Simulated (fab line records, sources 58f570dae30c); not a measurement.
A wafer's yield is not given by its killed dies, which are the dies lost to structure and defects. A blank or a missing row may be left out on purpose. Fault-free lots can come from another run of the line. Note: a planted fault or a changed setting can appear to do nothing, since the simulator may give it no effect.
What tool caused it? + flow berkeley cmos170 + 14 lots, 42 wafers sampled, at 3 steps of a route of 331

WHAT THE GAUGES READ, wafer by wafer
UCB170_SILICIDE_RS_MEAS_02: measurement is done with a four-point probe. Usual: SILICIDE_TI_RS gives 26.20 ohm/sq (standard deviation 0.26).
| lot  | measured     | on            | SILICIDE_TI_RS (ohm/sq) | flag |
|------|--------------|---------------|-------------------------|------|
| L419 | day 8 01:13  | film metro-01 | 26.52 26.22 26.41       |      |
| L420 | day 8 18:52  | film metro-02 | 26.30 26.36 26.58       |      |
| L421 | day 8 19:14  | film metro-01 | 26.13 25.85 26.12       |      |
| L423 | day 8 19:42  | film metro-02 | 26.38 26.35 26.30       |      |
| L427 | day 10 00:26 | film metro-03 | 26.33 26.11 26.26       |      |
| L426 | day 10 00:39 | film metro-01 | 26.54 26.25 26.23       |      |
| L424 | day 10 00:47 | film metro-03 | 26.23 25.88 26.00       |      |
| L428 | day 10 11:04 | film metro-03 | 26.15 26.00 26.07       |      |
| L429 | day 10 11:20 | film metro-02 | 26.17 26.32 26.29       |      |
| L431 | day 10 23:16 | film metro-03 | 26.20 25.96 26.36       |      |
| L437 | day 12 12:01 | film metro-03 | 25.95 25.98 26.03       |      |
| L436 | day 12 12:28 | film metro-03 | 39.97 38.89 39.31       | OFF  |
| L439 | day 12 23:49 | film metro-01 | 38.20 37.72 38.63       | OFF  |
| L442 | day 13 15:10 | film metro-03 | 25.67 26.16 25.47       |      |

UCB170_SILICIDE_THK_MEAS_03: measures by xrf. Usual: SILICIDE_TI_THK gives 30.49 nm (standard deviation 0.29).
| lot  | measured     | on            | SILICIDE_TI_THK (nm) | flag |
|------|--------------|---------------|----------------------|------|
| L419 | day 8 01:19  | film metro-01 | 30.05 30.38 30.08    |      |
| L420 | day 8 18:59  | film metro-02 | 30.47 30.35 30.10    |      |
| L421 | day 8 19:19  | film metro-01 | 30.60 30.69 30.42    |      |
| L423 | day 8 19:49  | film metro-02 | 30.30 30.38 30.27    |      |
| L427 | day 10 00:33 | film metro-03 | 30.50 30.67 30.55    |      |
| L426 | day 10 00:46 | film metro-01 | 30.20 30.37 30.44    |      |
| L424 | day 10 00:54 | film metro-03 | 30.43 30.81 30.53    |      |
| L428 | day 10 11:11 | film metro-03 | 30.41 30.80 30.61    |      |
| L429 | day 10 11:28 | film metro-02 | 30.69 30.42 30.55    |      |
| L431 | day 10 23:22 | film metro-03 | 30.38 30.79 30.18    |      |
| L437 | day 12 12:07 | film metro-03 | 30.76 30.75 30.66    |      |
| L436 | day 12 12:35 | film metro-03 | 21.33 21.83 21.70    | OFF  |
| L439 | day 12 23:55 | film metro-01 | 22.21 22.47 21.98    | OFF  |
| L442 | day 13 15:17 | film metro-03 | 31.15 30.53 31.14    |      |

WHICH TOOL RAN EACH LOT (tool, then ch and the chambers of the sampled wafers, then the start)
| lot  | UCB170_SILICIDE_SPUTTER_01   |
|------|------------------------------|
| L419 | pvd sputter-02, day 8 01:10  |
| L420 | pvd sputter-01, day 8 18:49  |
| L421 | pvd sputter-02, day 8 19:08  |
| L423 | pvd sputter-01, day 8 19:39  |
| L427 | pvd sputter-02, day 10 00:17 |
| L426 | pvd sputter-04, day 10 00:37 |
| L424 | pvd sputter-01, day 10 00:44 |
| L428 | pvd sputter-04, day 10 11:02 |
| L429 | pvd sputter-01, day 10 11:19 |
| L431 | pvd sputter-02, day 10 23:13 |
| L437 | pvd sputter-01, day 12 11:56 |
| L436 | pvd sputter-04, day 12 12:25 |
| L439 | pvd sputter-04, day 12 23:46 |
| L442 | pvd sputter-01, day 13 15:08 |
- UCB170_SILICIDE_SPUTTER_01: material Ti, target thk 30 nm, time 25 s.

AS READ BY THE TOOLS THEMSELVES (means over the sampled wafers that have a number; for cases with no such wafer, the mark the record gives instead)
UCB170_SILICIDE_SPUTTER_01. Usual: throttle valve pct 29.9 %, standard deviation 1.
| lot  | tool           | throttle valve pct (%) | flag |
|------|----------------|------------------------|------|
| L419 | pvd sputter-02 | 29.1                   |      |
| L420 | pvd sputter-01 | 28.9                   |      |
| L421 | pvd sputter-02 | 30.6                   |      |
| L423 | pvd sputter-01 | 29.3                   |      |
| L427 | pvd sputter-02 | 30.3                   |      |
| L426 | pvd sputter-04 | 29.6                   |      |
| L424 | pvd sputter-01 | 30.0                   |      |
| L428 | pvd sputter-04 | 29.7                   |      |
| L429 | pvd sputter-01 | 30.6                   |      |
| L431 | pvd sputter-02 | 29.3                   |      |
| L437 | pvd sputter-01 | 29.6                   |      |
| L436 | pvd sputter-04 | 29.8                   |      |
| L439 | pvd sputter-04 | 29.2                   |      |
| L442 | pvd sputter-01 | 29.9                   |      |

THE ANSWER, worked out from the rows above alone
Rule: a lot is off if the mean of its wafers that have a number lies more than 3 standard deviations from the usual mean. A lot without any number at a reading at which 4 lots or more have one is off too. The other lots that the step has rows for count as sound. After the gauges, taken in route order, come the tools' own readings; for these a lot's mean is taken, as printed above. At the first step where some lot is off, the reading lying furthest off is the one used; lots without a number count as furthest.
Off: L436, L439, at UCB170_SILICIDE_RS_MEAS_02 (SILICIDE_TI_RS).
A tool fits if, at a process step before that reading, it ran every lot that is off, and no sound lot after the first of them. Those tools and the gauges at UCB170_SILICIDE_RS_MEAS_02 are tried in the same way. One fits: pvd sputter-04 at UCB170_SILICIDE_SPUTTER_01. Its last sound lot is L428 (day 10 11:02), its first lot that is off L436 (day 12 12:25): a fault that began between those two fits.

WHAT HAD BEEN PUT IN BY THE SIMULATOR
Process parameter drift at UCB170_SILICIDE_SPUTTER_01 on pvd sputter-04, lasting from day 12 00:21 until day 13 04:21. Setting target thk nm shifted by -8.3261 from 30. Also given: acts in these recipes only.
Shown lots that were struck: L436, L439. The rule above reached the same finding.
